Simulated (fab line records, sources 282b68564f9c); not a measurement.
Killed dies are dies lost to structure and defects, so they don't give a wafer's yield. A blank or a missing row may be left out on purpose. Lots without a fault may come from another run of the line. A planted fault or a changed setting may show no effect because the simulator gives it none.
Which tool did it? | flow rit_cmos | 13 lots, 39 wafers sampled, at 4 steps of a route of 202

WHAT THE GAUGES READ, wafer by wafer
RIT_NLDD_OVL_MEAS_06.
lot  | measured    | on         | NLDD_OVL (nm)
L780 | day 2 21:13 | overlay-02 | 0.7 -0.3 -0.1
L781 | day 3 00:01 | overlay-02 | -1.2 2.0 0.6
L782 | day 3 05:20 | overlay-01 | -0.5 0.5 -1.3
L783 | day 3 09:19 | overlay-01 | -0.9 0.2 1.2
L786 | day 4 03:33 | overlay-01 | 0.8 2.2 0.4
L787 | day 4 06:04 | overlay-01 | -0.9 2.5 0.6
L788 | day 4 13:46 | overlay-02 | 2.0 0.9 2.0
L792 | day 5 12:13 | overlay-01 | -2.3 -2.0 -0.1
L794 | day 5 16:40 | overlay-02 | 3.2 2.8 1.9
L796 | day 6 02:47 | overlay-02 | 1.7 2.7 1.5
L798 | day 6 17:48 | overlay-02 | 0.0 1.0 1.0
L801 | day 7 07:44 | overlay-01 | 1.3 0.9 -1.4
L803 | day 8 05:04 | overlay-02 | 0.7 0.5 -0.1

RIT_PLDD_OVL_MEAS_06.
lot  | measured    | on         | PLDD_OVL (nm)
L780 | day 2 22:46 | overlay-02 | 1.9 0.1 -0.1
L781 | day 3 01:34 | overlay-01 | 0.5 2.7 1.0
L782 | day 3 06:45 | overlay-02 | 0.1 0.5 1.2
L783 | day 3 10:55 | overlay-01 | -1.3 0.7 -0.4
L786 | day 4 04:58 | overlay-02 | 132.4 134.5 132.4 133.2 135.9 132.8
L787 | day 4 07:29 | overlay-01 | 128.4 128.6 127.2 129.3 129.5 127.9
L788 | day 4 15:11 | overlay-01 | 130.2 129.1 129.5 131.5 130.5 130.6
L792 | day 5 13:46 | overlay-02 | 133.1 133.0 131.8 133.7 134.1 132.8
L794 | day 5 18:12 | overlay-02 | 1.4 1.3 2.8
L796 | day 6 04:20 | overlay-01 | 1.4 -0.2 2.4
L798 | day 6 19:21 | overlay-02 | 1.9 0.4 1.9
L801 | day 7 09:17 | overlay-02 | 0.3 0.6 1.7
L803 | day 8 06:37 | overlay-01 | 0.6 2.4 0.5

WHICH TOOL RAN EACH LOT (tool, then ch and the chambers of the sampled wafers, then the start)
lot  | RIT_NLDD_STRIP_09                   | RIT_PLDD_EXPOSE_03
L780 | plasma_asher-04 ch 0,1, day 2 21:34 | iline_stepper-01 ch 0, day 2 22:22
L781 | plasma_asher-04 ch 0,1, day 3 00:21 | iline_stepper-02 ch 0, day 3 01:11
L782 | plasma_asher-02 ch 0,1, day 3 05:40 | iline_stepper-02 ch 0, day 3 06:21
L783 | plasma_asher-02 ch 0,1, day 3 09:43 | iline_stepper-01 ch 0, day 3 10:32
L786 | plasma_asher-02 ch 0,1, day 4 03:53 | iline_stepper-01 ch 0, day 4 04:34
L787 | plasma_asher-02 ch 0,1, day 4 06:24 | iline_stepper-01 ch 0, day 4 07:06
L788 | plasma_asher-04 ch 0,1, day 4 14:06 | iline_stepper-01 ch 0, day 4 14:49
L792 | plasma_asher-04 ch 0,1, day 5 12:33 | iline_stepper-01 ch 0, day 5 13:22
L794 | plasma_asher-02 ch 0,1, day 5 16:59 | iline_stepper-02 ch 0, day 5 17:48
L796 | plasma_asher-04 ch 0,1, day 6 03:08 | iline_stepper-02 ch 0, day 6 03:56
L798 | plasma_asher-01 ch 0,1, day 6 18:08 | iline_stepper-02 ch 0, day 6 18:58
L801 | plasma_asher-04 ch 0,1, day 7 08:04 | iline_stepper-02 ch 0, day 7 08:54
L803 | plasma_asher-04 ch 0,1, day 8 05:23 | iline_stepper-02 ch 0, day 8 06:12
- RIT_NLDD_STRIP_09: strips in O2, time 180 s.
- RIT_PLDD_EXPOSE_03: exposes mask M8, target cd 40900 nm.

WHAT THE TOOLS THEMSELVES READ (means of the sampled wafers that have a number; where no wafer has one, the mark that the record gives instead)
RIT_NLDD_STRIP_09.
lot  | tool            | chamber_pressure_mTorr (mTorr) | drypump_motor_current_A (A)
L780 | plasma_asher-04 | 4002                           | 5.9
L781 | plasma_asher-04 | 4001                           | 5.8
L782 | plasma_asher-02 | 3999                           | 6.0
L783 | plasma_asher-02 | 4000                           | 6.0
L786 | plasma_asher-02 | 3999                           | 6.1
L787 | plasma_asher-02 | 3997                           | 6.1
L788 | plasma_asher-04 | 3998                           | 5.9
L792 | plasma_asher-04 | 4003                           | 5.9
L794 | plasma_asher-02 | 4002                           | 5.8
L796 | plasma_asher-04 | 4002                           | 5.8
L798 | plasma_asher-01 | 3999                           | 5.5
L801 | plasma_asher-04 | 4001                           | 5.9
L803 | plasma_asher-04 | 4002                           | 5.8

RIT_PLDD_EXPOSE_03.
lot  | tool             | exposure_dose_mJ_cm2
L780 | iline_stepper-01 | 250.02
L781 | iline_stepper-02 | 250.22
L782 | iline_stepper-02 | 249.81
L783 | iline_stepper-01 | 250.12
L786 | iline_stepper-01 | 249.90
L787 | iline_stepper-01 | 250.10
L788 | iline_stepper-01 | 249.65
L792 | iline_stepper-01 | 250.12
L794 | iline_stepper-02 | 250.03
L796 | iline_stepper-02 | 250.01
L798 | iline_stepper-02 | 249.81
L801 | iline_stepper-02 | 250.03
L803 | iline_stepper-02 | 249.64

THE ANSWER, worked out from the rows above alone
Rule: what is usual is taken from the lots themselves. Put in order of their means at a reading, lots are off if they are a third of the lots or fewer, leave a main group of 4 or more, and stand apart from it by a gap of 3 or more times the standard deviation of the main group's means; of several such gaps the widest counts. A main group whose means are all the same, to the digits that the tables above print for the reading, isn't used. A lot without any number at a reading at which 4 lots or more have one is off too. The other lots that the step has rows for count as sound. The gauges are gone through in route order, then the tools' own readings, and for those a lot's mean is taken as printed above. The first step at which some lot is off is used, and at that step the reading that is off furthest; a lot without a number counts as furthest.
Off: L786, L787, L788, L792, at RIT_PLDD_OVL_MEAS_06 (PLDD_OVL). The main group: mean 1.0 nm, standard deviation 0.59.
A tool fits if, at a process step before that reading, it ran every lot that is off, and no sound lot after the first of them. The gauges at RIT_PLDD_OVL_MEAS_06 are tried like those tools. One fits: iline_stepper-01 at RIT_PLDD_EXPOSE_03. Its last sound lot is L783 (day 3 10:32), its first lot that is off L786 (day 4 04:34): a fault that began between those two fits.

WHAT THE SIMULATOR HAD PUT IN
Scanner matching overlay: iline_stepper-01, from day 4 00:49 on, at RIT_PLDD_EXPOSE_03. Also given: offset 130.
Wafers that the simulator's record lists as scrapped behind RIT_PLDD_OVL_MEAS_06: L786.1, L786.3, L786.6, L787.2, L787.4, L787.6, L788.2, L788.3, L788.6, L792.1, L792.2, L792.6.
Lots struck among those shown: L786, L787, L788, L792. The rule above found the same.
